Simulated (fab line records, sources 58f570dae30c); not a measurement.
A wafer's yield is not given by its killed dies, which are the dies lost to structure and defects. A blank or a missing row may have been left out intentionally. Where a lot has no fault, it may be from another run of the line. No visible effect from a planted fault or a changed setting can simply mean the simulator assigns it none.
Which tool did it? + flow berkeley-cmos170 + 13 lots with 39 wafers sampled at 6 steps, on a route of 331 steps

== WHAT THE GAUGES SHOWED, per wafer ==
UCB170_M2_OVL_MEAS_16. Usual: M2_OVL gives 1 nm (standard deviation 5.7).
| lot  | measured     | on         | M2_OVL (nm) | flag |
|------|--------------|------------|-------------|------|
| L643 | day 8 09:53  | overlay-02 | -1 0 -6     |      |
| L644 | day 8 10:28  | overlay-02 | 0 5 -6      |      |
| L647 | day 9 05:20  | overlay-01 | 7 13 13     |      |
| L648 | day 9 10:59  | overlay-01 | 0 6 0       |      |
| L649 | day 9 09:23  | overlay-01 | 3 4 3       |      |
| L650 | day 9 18:57  | overlay-01 | -8 -13 -9   |      |
| L651 | day 10 02:38 | overlay-01 | -7 1 -3     |      |
| L652 | day 10 02:07 | overlay-01 | 1 4 1       |      |
| L654 | day 10 09:15 | overlay-01 | -7 -8 3     |      |
| L655 | day 10 18:56 | overlay-02 | 14 1 8      |      |
| L660 | day 11 08:33 | overlay-01 | 1 3 2       |      |
| L661 | day 12 02:57 | overlay-01 | 2 -5 -3     |      |
| L666 | day 12 23:12 | overlay-01 | 3 4 4       |      |

UCB170_M3_RS_MEAS_02: the measuring method here is four-point-probe. Usual: M3_AL_RS gives 0.0321 ohm/sq (standard deviation 0.00035).
| lot  | measured     | on            | M3_AL_RS (ohm/sq)    | flag |
|------|--------------|---------------|----------------------|------|
| L643 | day 8 13:27  | film-metro-02 | 0.0319 0.0319 0.0318 |      |
| L644 | day 8 14:27  | film-metro-01 | 0.0321 0.0318 0.0321 |      |
| L647 | day 9 08:52  | film-metro-02 | 0.0317 0.0318 0.0318 |      |
| L648 | day 9 14:53  | film-metro-01 | 0.0314 0.0319 0.0313 |      |
| L649 | day 9 12:52  | film-metro-01 | 0.0317 0.0322 0.0319 |      |
| L650 | day 9 22:00  | film-metro-01 | 0.0323 0.0322 0.0323 |      |
| L651 | day 10 06:08 | film-metro-02 | 0.0322 0.0321 0.0323 |      |
| L652 | day 10 05:34 | film-metro-01 | 0.0328 0.0330 0.0326 |      |
| L654 | day 10 12:36 | film-metro-02 | 0.0318 0.0318 0.0317 |      |
| L655 | day 10 22:12 | film-metro-01 | 0.0325 0.0325 0.0326 |      |
| L660 | day 11 11:49 | film-metro-01 | 0.0321 0.0319 0.0314 |      |
| L661 | day 12 05:53 | film-metro-02 | 0.0364 0.0326 0.0323 | OFF  |
| L666 | day 13 03:04 | film-metro-02 | 0.0322 0.0322 0.0324 |      |

UCB170_M3_THK_MEAS_03: measures by xrf. Usual: M3_AL_THK gives 877 nm (standard deviation 9).
| lot  | measured     | on            | M3_AL_THK (nm) | flag |
|------|--------------|---------------|----------------|------|
| L643 | day 8 13:34  | film-metro-02 | 878 874 873    |      |
| L644 | day 8 14:34  | film-metro-01 | 876 883 874    |      |
| L647 | day 9 08:58  | film-metro-02 | 888 882 887    |      |
| L648 | day 9 15:01  | film-metro-01 | 897 885 905    |      |
| L649 | day 9 12:58  | film-metro-01 | 886 873 881    |      |
| L650 | day 9 22:05  | film-metro-01 | 875 877 871    |      |
| L651 | day 10 06:14 | film-metro-02 | 871 881 872    |      |
| L652 | day 10 05:41 | film-metro-01 | 862 858 869    |      |
| L654 | day 10 12:43 | film-metro-02 | 883 888 881    |      |
| L655 | day 10 22:19 | film-metro-01 | 871 869 866    |      |
| L660 | day 11 11:56 | film-metro-01 | 879 878 898    |      |
| L661 | day 12 06:01 | film-metro-02 | 777 865 870    | OFF  |
| L666 | day 13 03:11 | film-metro-02 | 879 877 869    |      |

== WHICH TOOL RAN EACH LOT (tool, then ch and the chambers of the sampled wafers, then the start) ==
| lot  | UCB170_ZERO_STRIP_07                | UCB170_V2_ETCH_14                  | UCB170_M3_SPUTTER_01         |
|------|-------------------------------------|------------------------------------|------------------------------|
| L643 | plasma-asher-03 ch 0,1, day 1 19:44 | rie-diel-01 ch 0,1,2, day 8 12:54  | pvd-sputter-03, day 8 13:22  |
| L644 | plasma-asher-02 ch 0,1, day 2 00:30 | rie-diel-01 ch 1,2,3, day 8 13:53  | pvd-sputter-03, day 8 14:21  |
| L647 | plasma-asher-01 ch 0,1, day 2 15:01 | rie-diel-01 ch 0,1,3, day 9 08:17  | pvd-sputter-03, day 9 08:45  |
| L648 | plasma-asher-02 ch 0,1, day 3 01:07 | rie-diel-03 ch 0,3, day 9 14:20    | pvd-sputter-03, day 9 14:48  |
| L649 | plasma-asher-01 ch 0,1, day 3 01:23 | rie-diel-03 ch 1,2, day 9 12:16    | pvd-sputter-04, day 9 12:44  |
| L650 | plasma-asher-02 ch 0,1, day 3 09:40 | rie-diel-03 ch 0,3, day 9 21:23    | pvd-sputter-03, day 9 21:54  |
| L651 | plasma-asher-02 ch 0,1, day 3 12:55 | rie-diel-03 ch 0,1, day 10 05:34   | pvd-sputter-04, day 10 06:01 |
| L652 | plasma-asher-01 ch 0,1, day 3 13:28 | rie-diel-03 ch 1,3, day 10 05:01   | pvd-sputter-01, day 10 05:28 |
| L654 | plasma-asher-02 ch 0,1, day 4 04:37 | rie-diel-03 ch 1,3, day 10 11:58   | pvd-sputter-04, day 10 12:31 |
| L655 | plasma-asher-03 ch 0,1, day 4 11:20 | rie-diel-02 ch 0,1,2, day 10 21:39 | pvd-sputter-03, day 10 22:07 |
| L660 | plasma-asher-01 ch 0,1, day 5 11:23 | rie-diel-03 ch 1,3, day 11 11:15   | pvd-sputter-04, day 11 11:43 |
| L661 | plasma-asher-02 ch 0,1, day 5 14:55 | rie-diel-01 ch 0,1,2, day 12 05:20 | pvd-sputter-04, day 12 05:49 |
| L666 | plasma-asher-01 ch 0,1, day 6 12:32 | rie-diel-02 ch 0,2,3, day 13 02:22 | pvd-sputter-01, day 13 02:59 |
- UCB170_ZERO_STRIP_07: strips in O2.
- UCB170_V2_ETCH_14: etches SiO2 in CHF3/CF4/Ar, stops on Al, target depth 1250 nm, time 291 s.
- UCB170_M3_SPUTTER_01: material Al, target thk 900 nm, time 120 s.

== AS READ BY THE TOOLS THEMSELVES (means over the sampled wafers that have a number; for cases with no such wafer, the mark the record gives instead) ==
UCB170_ZERO_STRIP_07. Usual: drypump-motor-current-A 5.6 A, standard deviation 0.46; oes-product-au 0.727 a.u., standard deviation 0.0054; strip-time-to-endpoint-s 21.46 s, standard deviation 0.075.
| lot  | tool            | drypump-motor-current-A (A) | oes-product-au (a.u.) | strip-time-to-endpoint-s (s) | flag |
|------|-----------------|-----------------------------|-----------------------|------------------------------|------|
| L643 | plasma-asher-03 | 5.5                         | 0.726                 | 21.44                        |      |
| L644 | plasma-asher-02 | 5.6                         | 0.727                 | 21.53                        |      |
| L647 | plasma-asher-01 | 5.5                         | 0.726                 | 21.44                        |      |
| L648 | plasma-asher-02 | 6.0                         | 0.727                 | 21.45                        |      |
| L649 | plasma-asher-01 | 5.4                         | 0.724                 | 21.41                        |      |
| L650 | plasma-asher-02 | 6.0                         | 0.727                 | 21.46                        |      |
| L651 | plasma-asher-02 | 6.0                         | 0.721                 | 21.31                        |      |
| L652 | plasma-asher-01 | 5.4                         | 0.728                 | 21.51                        |      |
| L654 | plasma-asher-02 | 5.6                         | 0.730                 | 21.50                        |      |
| L655 | plasma-asher-03 | 5.5                         | 0.726                 | 21.37                        |      |
| L660 | plasma-asher-01 | 5.4                         | 0.727                 | 21.44                        |      |
| L661 | plasma-asher-02 | 6.0                         | 0.731                 | 21.51                        |      |
| L666 | plasma-asher-01 | 5.4                         | 0.723                 | 21.48                        |      |

UCB170_V2_ETCH_14. Usual: drypump-motor-current-A 5.8 A, standard deviation 0.41; oes-product-au 0.876 a.u., standard deviation 0.014; rf-fwd-power-W 698.6 W, standard deviation 2.2; throttle-valve-pct 6.99 %, standard deviation 0.099.
| lot  | tool        | drypump-motor-current-A (A) | oes-product-au (a.u.) | rf-fwd-power-W (W) | throttle-valve-pct (%) | flag |
|------|-------------|-----------------------------|-----------------------|--------------------|------------------------|------|
| L643 | rie-diel-01 | 5.7                         | 0.874                 | 698.9              | 6.99                   |      |
| L644 | rie-diel-01 | 5.9                         | 0.875                 | 699.8              | 7.00                   |      |
| L647 | rie-diel-01 | 5.5                         | 0.869                 | 699.1              | 7.01                   |      |
| L648 | rie-diel-03 | 6.4                         | 0.880                 | 700.6              | 6.97                   |      |
| L649 | rie-diel-03 | 5.6                         | 0.882                 | 697.9              | 7.04                   |      |
| L650 | rie-diel-03 | 6.3                         | 0.872                 | 698.8              | 6.97                   |      |
| L651 | rie-diel-03 | 5.9                         | 0.891                 | 696.6              | 6.99                   |      |
| L652 | rie-diel-03 | 6.1                         | 0.885                 | 696.6              | 6.99                   |      |
| L654 | rie-diel-03 | 6.1                         | 0.883                 | 698.4              | 6.99                   |      |
| L655 | rie-diel-02 | 5.6                         | 0.868                 | 698.2              | 7.00                   |      |
| L660 | rie-diel-03 | 5.8                         | 0.885                 | 699.3              | 7.01                   |      |
| L661 | rie-diel-01 | 5.7                         | 0.870                 | 700.0              | 6.99                   |      |
| L666 | rie-diel-02 | 5.6                         | 0.889                 | 699.7              | 6.90                   |      |

UCB170_M3_SPUTTER_01. Usual: cathode-dc-power-W 6000.1 W, standard deviation 0.99; chamber-pressure-pa 0.5001 Pa, standard deviation 0.00091; throttle-valve-pct 30.0 %, standard deviation 1.3.
| lot  | tool           | cathode-dc-power-W (W) | chamber-pressure-pa (Pa) | throttle-valve-pct (%) | flag |
|------|----------------|------------------------|--------------------------|------------------------|------|
| L643 | pvd-sputter-03 | 6000.0                 | 0.4998                   | 29.0                   |      |
| L644 | pvd-sputter-03 | 6000.4                 | 0.4999                   | 30.0                   |      |
| L647 | pvd-sputter-03 | 5999.5                 | 0.5005                   | 30.1                   |      |
| L648 | pvd-sputter-03 | 5999.6                 | 0.5001                   | 29.6                   |      |
| L649 | pvd-sputter-04 | 6001.2                 | 0.5000                   | 29.5                   |      |
| L650 | pvd-sputter-03 | 5999.4                 | 0.5000                   | 29.5                   |      |
| L651 | pvd-sputter-04 | 6000.0                 | 0.5009                   | 29.5                   |      |
| L652 | pvd-sputter-01 | 6001.0                 | 0.5003                   | 29.7                   |      |
| L654 | pvd-sputter-04 | 5999.7                 | 0.5006                   | 30.3                   |      |
| L655 | pvd-sputter-03 | 6001.2                 | 0.4999                   | 29.2                   |      |
| L660 | pvd-sputter-04 | 6000.4                 | 0.4997                   | 29.6                   |      |
| L661 | pvd-sputter-04 | 5999.9                 | 0.5001                   | 30.5                   |      |
| L666 | pvd-sputter-01 | 6000.7                 | 0.5002                   | 31.0                   |      |

== THE ANSWER, worked out from the rows above alone ==
Rule: a lot is off if the mean of its wafers that have a number lies more than 3 standard deviations from the usual mean. Also off: a lot with no number at a reading for which 4 or more lots have one. The other lots that the step has rows for count as sound. After the gauges, taken in route order, come the tools' own readings; for these a lot's mean is taken, as printed above. The first step at which some lot is off is used, and at that step the reading that is off furthest; a lot without a number counts as furthest.
Off: at UCB170_M3_RS_MEAS_02 (M3_AL_RS), L661.
A tool fits if, at a process step before that reading, it ran every lot that is off, and no sound lot after the first of them. Those tools and the gauges at UCB170_M3_RS_MEAS_02 are tried in the same way. Can't be told from this: 3 tools fit, plasma-asher-02 at UCB170_ZERO_STRIP_07, rie-diel-01 at UCB170_V2_ETCH_14, pvd-sputter-04 at UCB170_M3_SPUTTER_01.

== WHAT HAD BEEN PUT IN BY THE SIMULATOR ==
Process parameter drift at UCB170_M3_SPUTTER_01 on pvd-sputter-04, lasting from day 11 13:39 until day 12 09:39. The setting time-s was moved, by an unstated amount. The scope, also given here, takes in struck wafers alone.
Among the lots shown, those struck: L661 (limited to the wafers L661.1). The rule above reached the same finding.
